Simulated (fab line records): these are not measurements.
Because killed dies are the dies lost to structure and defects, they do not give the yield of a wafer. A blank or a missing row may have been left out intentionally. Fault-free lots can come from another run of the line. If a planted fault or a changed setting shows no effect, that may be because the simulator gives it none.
Problem report in the 8D (eight disciplines) form, filled by code / flow berkeley-cmos170 / the parts of the form that need people (team, actions taken, sign-off) are left out

1. PROBLEM STATEMENT
Across 2 wafers from 2 lots, M2_AL_RS at UCB170_M2_RS_MEAS_02 averages 0.0389 ohm/sq, while fault-free wafers read 0.0321 ohm/sq with a standard deviation of 0.00031. That is +22 standard deviations from the usual mean.
The step: measures by four-point-probe.
First observed at day 11 07:10: wafer L635.1, on film-metro-01. The record has a number at this step for 42 wafers belonging to 14 lots. The rule behind "out" and "out of limits": a value lying over 4 standard deviations away from the usual mean. The other wafers with a number count as sound.

2. WHAT THIS IS AND IS NOT
question=which readings at this step | is=M2_AL_RS | is not=-
question=which lots | is=L635, L639 | is not=L620, L621, L623, L624, L626, L627, L628, L629, L632, L640, L641, L642
question=which wafers of those lots | is=L635.1, L639.3 | is not=L635.2, L635.6, L639.1, L639.4
question=read on which gauges | is=film-metro-01, film-metro-04 | is not=film-metro-03
question=when | is=from day 11 07:10 | is not=up to then (29 sound wafers); but 11 sound wafers of L639, L640, L641, L642 came after

3. WHAT RULES OUT EACH SUSPECT
Counting: a tool at a process step up to the reading stays a suspect if it ran every lot that is out. Sound lots after the first of them don't rule it out here, since some wafers of a struck lot are sound.
- the gauge at UCB170_M2_RS_MEAS_02: ruled out. Those wafers that are out were read across 2 gauges (film-metro-01, film-metro-04).
- rie-diel-04 at UCB170_CONTACT_ETCH_18 (etches PSG in CHF3/CF4/Ar, stops on TiSi2, target depth 840 nm, time 195 s): kept. Every lot that is out went through it, the first being L635 (day 10 23:07); the last sound lot it ran before that was L628 (day 8 23:49). Because UCB170_CONTACT_ETCH_18 lacks a start for some lots, the hours and order of its lots are taken from UCB170_M1_SPUTTER_00.
- pvd-sputter-03 at UCB170_M1_SPUTTER_00 (material Al, target thk 600 nm, time 80 s): kept. Every lot that is out went through it, the first being L635 (day 10 23:07); the last sound lot it ran before that was L628 (day 8 23:49).
- pvd-sputter-01 at UCB170_M2_SPUTTER_01 (material Al, target thk 900 nm, time 120 s): kept. Every lot that is out went through it, the first being L635 (day 11 07:05); the last sound lot it ran before that was L632 (day 10 09:49).
- Within rie-diel-04 at UCB170_CONTACT_ETCH_18: the wafers that are out ran in chambers 0, 2; their sound lot-mates ran in chambers 1, 3.
rie-diel-04 at UCB170_CONTACT_ETCH_18, pvd-sputter-03 at UCB170_M1_SPUTTER_00 and pvd-sputter-01 at UCB170_M2_SPUTTER_01 are what is left after counting.

4. THE CAUSE (what the simulator had put in)
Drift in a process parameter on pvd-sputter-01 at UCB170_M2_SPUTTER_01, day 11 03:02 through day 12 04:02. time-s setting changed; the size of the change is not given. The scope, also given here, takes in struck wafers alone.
3 suspects survive the count, and this tool is in that group.

5. THE EFFECT CHAIN, in route order
Each row: a reading where the mean over the struck wafers with a number is more than 3 standard deviations away from the usual. Readings are gone through only where the record gives a usual standard deviation; hours: the median, over the lots, of the time from a lot's start at the first step in this table giving one to that lot's start at this step; sigmas: the change measured in usual standard deviations.
hours=0; step=UCB170_M2_RS_MEAS_02; reading=M2_AL_RS; usual=0.0321 ohm/sq; on struck wafers=0.0389; change=+0.0069; sigmas=+22
hours=0; step=UCB170_M2_THK_MEAS_03; reading=M2_AL_THK; usual=902 nm; on struck wafers=748; change=-154; sigmas=-17
hours=3; step=UCB170_M2_METAL_ETCH_18; reading=oes-product-au; usual=0.862 a.u.; on struck wafers=0.780; change=-0.082; sigmas=-6.9
Here are the process steps it includes:
- UCB170_M2_METAL_ETCH_18: etches Al in Cl2/BCl3, stops on SiO2, target depth 1170 nm, time 195 s.

6. WHAT WOULD HAVE CAUGHT IT SOONER
In this record the first reading out of limits at a measuring or inspecting step was taken at day 11 07:10, 4 hours after the fault began at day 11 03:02.
Of the tool readings at UCB170_M2_SPUTTER_01 for which the record gives a usual standard deviation, none was out on any struck wafer, so an alarm limit of 4 standard deviations on them would not have fired.
L639, from the lots that are out (2), started UCB170_M2_SPUTTER_01 on pvd-sputter-01 later than day 11 07:10. It would have been spared by a hold on the tool at that moment.
